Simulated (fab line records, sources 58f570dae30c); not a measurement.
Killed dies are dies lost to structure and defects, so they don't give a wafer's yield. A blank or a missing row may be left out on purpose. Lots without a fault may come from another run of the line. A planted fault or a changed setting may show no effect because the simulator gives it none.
Split-lot experiment | flow berkeley_cmos170 | 5 lots, 23 wafers read, on a route of 331 steps

THE SPLIT
At UCB170_NVT_COAT_01 (resist thk 900 nm), the setting resist_thk_nm was moved away from the recipe's 900 nm on 10 of the 23 wafers read, by -3.7% to +5.6%. The other wafers ran this setting at the recipe's value.

The reading is taken at the split's own step.

THE READING
KrF_of_NVT_COAT_01.thk_nm (the simulator's own value, which no gauge read), in nm, at UCB170_NVT_COAT_01 (resist thk 900 nm). The file gives no usual value for it. The 13 wafers here that ran the recipe average 900.1 nm, standard deviation 1.8 nm.

wafer  | tool, chamber at the split | resist_thk_nm as run, nm | against the recipe | KrF_of_NVT_COAT_01.thk_nm, nm | against lot-mates on the recipe
L074.1 | litho_track-03, 0          | 939.1                    | +4.3%              | 939.4                         | +38.5
L074.2 | litho_track-03, 0          | 939.1                    | +4.3%              | 939.7                         | +38.8
L074.4 | litho_track-03, 0          | 939.1                    | +4.3%              | 941.3                         | +40.4
L074.5 | litho_track-03, 0          | 900                      | recipe             | 900.7                         | -
L074.6 | litho_track-03, 0          | 900                      | recipe             | 901.1                         | -
L078.2 | litho_track-03, 0          | 900                      | recipe             | 899.4                         | -
L078.6 | litho_track-03, 0          | 900                      | recipe             | 899.4                         | -
L078.3 | litho_track-03, 0          | 950.1                    | +5.6%              | 947                           | +46.6
L078.4 | litho_track-03, 0          | 900                      | recipe             | 902.3                         | -
L078.5 | litho_track-03, 0          | 950.1                    | +5.6%              | 950.1                         | +49.7
L077.1 | litho_track-02, 0          | 866.6                    | -3.7%              | 864.5                         | -33.7
L077.3 | litho_track-02, 0          | 900                      | recipe             | 898.4                         | -
L077.4 | litho_track-02, 0          | 866.6                    | -3.7%              | 865.3                         | -32.9
L077.5 | litho_track-02, 0          | 900                      | recipe             | 896.3                         | -
L077.6 | litho_track-02, 0          | 900                      | recipe             | 900                           | -
L079.1 | litho_track-03, 0          | 900                      | recipe             | 899.6                         | -
L079.3 | litho_track-03, 0          | 900                      | recipe             | 899.8                         | -
L079.5 | litho_track-03, 0          | 900                      | recipe             | 899.4                         | -
L080.1 | litho_track-02, 0          | 900                      | recipe             | 904.2                         | -
L080.3 | litho_track-02, 0          | 943.3                    | +4.8%              | 944.2                         | +41.5
L080.4 | litho_track-02, 0          | 900                      | recipe             | 901.3                         | -
L080.5 | litho_track-02, 0          | 943.3                    | +4.8%              | 947.7                         | +45.0
L080.6 | litho_track-02, 0          | 943.3                    | +4.8%              | 948                           | +45.2

THE FIT
A straight line over all 23 wafers: KrF_of_NVT_COAT_01.thk_nm changes by +9.26 nm for each +1% of resist_thk_nm; r = +1.00; the points scatter about the line by 2.1 nm.
The same after taking each lot's own level away (the mean of its wafers on the recipe; 23 wafers): +8.94 nm for each +1%; r = +1.00; scatter 1.4 nm.
On that fit, the largest move of resist_thk_nm shifts the reading by 50 nm.
The lots' own levels span 898.23 to 902.75 nm, that is 2.5 times the standard deviation above.
So the lot-to-lot level changes the slope little: the two slopes agree.
Check: with one of the wafers moved furthest among these (+5.6%) left out of the fit, the line predicts +50.3 nm for it against its lot-mates. It came out at +46.6 nm against them.

OTHER SPLITS ON THESE WAFERS
These wafers also went through other splits before the reading. Each is held against what the fit with the lots' levels taken away leaves over:
other split on the same wafers      | wafers away from the commonest value | r with KrF_of_NVT_COAT_01.thk_nm (lot level and that fit taken away)
UCB170_ZERO_STRIP_07 o2_flow_sccm   | 7                                    | -0.35
UCB170_PWELL_CVD_05 pressure_mtorr  | 15                                   | -0.01
UCB170_ACTIVE_COAT_08 spin_rpm      | 8                                    | +0.15
UCB170_ACTIVE_EXPOSE_10 dose_mj     | 7                                    | +0.14
UCB170_PFIELD_COAT_01 resist_thk_nm | 7                                    | +0.41
UCB170_SACOX_OXIDATION_01 temp_c    | 18                                   | -0.03

THE WHOLE CHAIN: every reading that the file lists as answering this split, in the file's order
step                | what it does      | reading                                                                    | change (the file's fit)              | r (the file's)
UCB170_NVT_COAT_01  | resist thk 900 nm | KrF_of_NVT_COAT_01.thk_nm (the simulator's own value, which no gauge read) | +8.91 nm for each +1% of the setting | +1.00
UCB170_NVT_STRIP_08 | strips in O2      | strip_time_to_endpoint_s                                                   | withheld for each +1% of the setting | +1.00

THE FILE'S OWN FIT
KrF_of_NVT_COAT_01.thk_nm changes by +8.91 nm for each +1% of resist_thk_nm, r = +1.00.
